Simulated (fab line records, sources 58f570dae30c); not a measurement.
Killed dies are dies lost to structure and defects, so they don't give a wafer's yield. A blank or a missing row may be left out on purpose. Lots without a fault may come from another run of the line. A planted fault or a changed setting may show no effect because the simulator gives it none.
Which tool did it? | flow berkeley_cmos170 | 15 lots, 45 wafers sampled, at 4 steps of a route of 331

WHAT THE GAUGES READ, wafer by wafer
UCB170_FIELD_THK_MEAS_91.
lot  | measured     | on            | FIELD_OXIDE_LEFT_2_THK (nm)
L108 | day 7 09:28  | film_metro-04 | 374 370 387
L107 | day 7 09:39  | film_metro-02 | 368 368 370
L110 | day 7 09:04  | film_metro-04 | 363 362 367
L111 | day 7 15:34  | film_metro-04 | 358 362 360
L115 | day 8 07:18  | film_metro-04 | 345 349 351
L117 | day 8 22:46  | film_metro-04 | 341 334 342
L116 | day 8 22:25  | film_metro-04 | 370 363 367
L123 | day 9 19:32  | film_metro-03 | 349 342 358
L122 | day 9 19:03  | film_metro-03 | 357 355 369
L124 | day 9 19:40  | film_metro-02 | 352 351 333
L125 | day 9 19:19  | film_metro-04 | 347 348 353
L126 | day 10 13:53 | film_metro-02 | 367 362 364
L128 | day 10 14:23 | film_metro-02 | 380 378 377
L127 | day 10 13:44 | film_metro-04 | 361 365 353
L129 | day 11 02:21 | film_metro-02 | 360 360 358

UCB170_GATE_CD_MEAS_90: target cd 350 nm.
lot  | measured     | on        | cd_nm (nm)
L108 | day 7 22:11  | cd_sem-01 | 350.4 350.6 352.3
L107 | day 7 21:54  | cd_sem-02 | 348.4 348.6 349.5
L110 | day 7 21:37  | cd_sem-02 | 353.6 352.5 352.9
L111 | day 8 01:05  | cd_sem-02 | 349.8 350.1 348.8
L115 | day 8 22:31  | cd_sem-01 | 348.8 348.3 349.1
L117 | day 9 10:42  | cd_sem-01 | 351.4 349.8 350.1
L116 | day 9 10:15  | cd_sem-02 | 347.9 348.8 350.2
L123 | day 10 12:17 | cd_sem-01 | 349.0 348.7 348.3
L122 | day 10 11:11 | cd_sem-02 | 347.3 347.3 349.4
L124 | day 10 12:08 | cd_sem-02 | 348.4 348.2 346.6
L125 | day 10 12:22 | cd_sem-02 | 350.3 352.4 349.5
L126 | day 11 03:13 | cd_sem-02 | 348.0 348.6 349.3
L128 | day 11 03:33 | cd_sem-02 | 350.7 349.7 350.2
L127 | day 11 03:29 | cd_sem-01 | 348.5 349.3 348.3
L129 | day 11 15:29 | cd_sem-01 | 350.0 351.1 348.0

WHICH TOOL RAN EACH LOT (tool, then ch and the chambers of the sampled wafers, then the start)
lot  | UCB170_NWELL_ETCH_13              | UCB170_PFIELD_DEVELOP_05
L108 | rie_diel-01 ch 2,3, day 2 22:11   | litho_track-03 ch 0, day 5 19:00
L107 | rie_diel-02 ch 1,2,3, day 2 22:22 | litho_track-01 ch 0, day 5 19:00
L110 | rie_diel-04 ch 2,3, day 3 06:41   | litho_track-01 ch 0, day 5 18:00
L111 | rie_diel-04 ch 2,3, day 3 22:07   | litho_track-01 ch 0, day 6 03:00
L115 | rie_diel-01 ch 0,1,2, day 4 09:43 | litho_track-01, day 6 11:00
L117 | rie_diel-01 ch 0,2,3, day 4 21:17 | litho_track-01, day 7 09:00
L116 | rie_diel-04 ch 0,3, day 4 22:01   | litho_track-01, day 7 09:00
L123 | rie_diel-04 ch 0,2,3, day 5 22:40 | litho_track-03 ch 0, day 8 12:00
L122 | rie_diel-02 ch 0,2,3, day 5 22:57 | litho_track-03 ch 0, day 8 11:00
L124 | rie_diel-02 ch 0,1,2, day 6 09:43 | litho_track-01 ch 0, day 8 12:00
L125 | rie_diel-01 ch 0,2, day 6 09:50   | litho_track-03 ch 0, day 8 12:00
L126 | rie_diel-04 ch 0,2,3, day 6 20:08 | litho_track-03 ch 0, day 9 05:00
L128 | rie_diel-01 ch 2,3, day 6 20:15   | litho_track-02 ch 0, day 9 04:00
L127 | rie_diel-02 ch 0,1,3, day 6 20:25 | litho_track-03 ch 0, day 9 04:00
L129 | rie_diel-04 ch 1,3, day 7 10:51   | litho_track-01 ch 0, day 9 17:00
- UCB170_NWELL_ETCH_13: etches Si3N4 in CH3F/Ar/O2, stops on SiO2, target depth 246.4 nm, time 154 s.
- UCB170_PFIELD_DEVELOP_05: develop time 45.61 s.

WHAT THE TOOLS THEMSELVES READ (means of the sampled wafers that have a number; where no wafer has one, the mark that the record gives instead)
UCB170_NWELL_ETCH_13.
lot  | tool        | drypump_motor_current_A (A) | mfc_ar_sccm (sccm) | oes_product_au (a.u.) | throttle_valve_pct (%)
L108 | rie_diel-01 | 5.0                         | 49.88              | 0.923                 | 8.16
L107 | rie_diel-02 | 5.2                         | 49.87              | 0.945                 | 8.06
L110 | rie_diel-04 | 5.7                         | 50.12              | 0.932                 | 8.19
L111 | rie_diel-04 | 5.7                         | 50.09              | 0.936                 | 8.16
L115 | rie_diel-01 | 5.3                         | 49.95              | 0.933                 | 8.09
L117 | rie_diel-01 | 5.1                         | 49.98              | 0.933                 | 8.09
L116 | rie_diel-04 | 5.4                         | 50.09              | 0.947                 | 8.13
L123 | rie_diel-04 | 5.4                         | 49.86              | 0.940                 | 8.15
L122 | rie_diel-02 | 5.2                         | 50.04              | 0.954                 | 8.02
L124 | rie_diel-02 | 5.1                         | 50.10              | 0.950                 | 8.04
L125 | rie_diel-01 | 5.2                         | 49.83              | 0.946                 | 8.03
L126 | rie_diel-04 | 5.5                         | 50.09              | 0.939                 | 8.15
L128 | rie_diel-01 | 5.0                         | 50.00              | 0.928                 | 8.16
L127 | rie_diel-02 | 5.0                         | 49.90              | 0.954                 | 7.99
L129 | rie_diel-04 | 5.9                         | 49.90              | 0.941                 | 8.13

UCB170_PFIELD_DEVELOP_05.
lot  | tool           | chill_plate_temp_C (C)
L108 | litho_track-03 | 22.86
L107 | litho_track-01 | 23.07
L110 | litho_track-01 | 22.96
L111 | litho_track-01 | 23.20
L115 | litho_track-01 | -
L117 | litho_track-01 | -
L116 | litho_track-01 | -
L123 | litho_track-03 | 23.04
L122 | litho_track-03 | 23.02
L124 | litho_track-01 | 22.98
L125 | litho_track-03 | 22.96
L126 | litho_track-03 | 23.04
L128 | litho_track-02 | 23.17
L127 | litho_track-03 | 22.99
L129 | litho_track-01 | 22.96

THE ANSWER, worked out from the rows above alone
Rule: what is usual is taken from the lots themselves. Put in order of their means at a reading, lots are off if they are a third of the lots or fewer, leave a main group of 4 or more, and stand apart from it by a gap of 3 or more times the standard deviation of the main group's means; of several such gaps the widest counts. A main group whose means are all the same, to the digits that the tables above print for the reading, isn't used. A lot without any number at a reading at which 4 lots or more have one is off too. The other lots that the step has rows for count as sound. The gauges are gone through in route order, then the tools' own readings, and for those a lot's mean is taken as printed above. The first step at which some lot is off is used, and at that step the reading that is off furthest; a lot without a number counts as furthest.
Off: L115, L117, L116, at UCB170_PFIELD_DEVELOP_05 (chill_plate_temp_C). Without a number there: L115, L117, L116. The main group: mean 23.02 C, standard deviation 0.09.
A tool fits if, at that step or a process step before it, it ran every lot that is off, and no sound lot after the first of them. None of those tried fits.

WHAT THE SIMULATOR HAD PUT IN
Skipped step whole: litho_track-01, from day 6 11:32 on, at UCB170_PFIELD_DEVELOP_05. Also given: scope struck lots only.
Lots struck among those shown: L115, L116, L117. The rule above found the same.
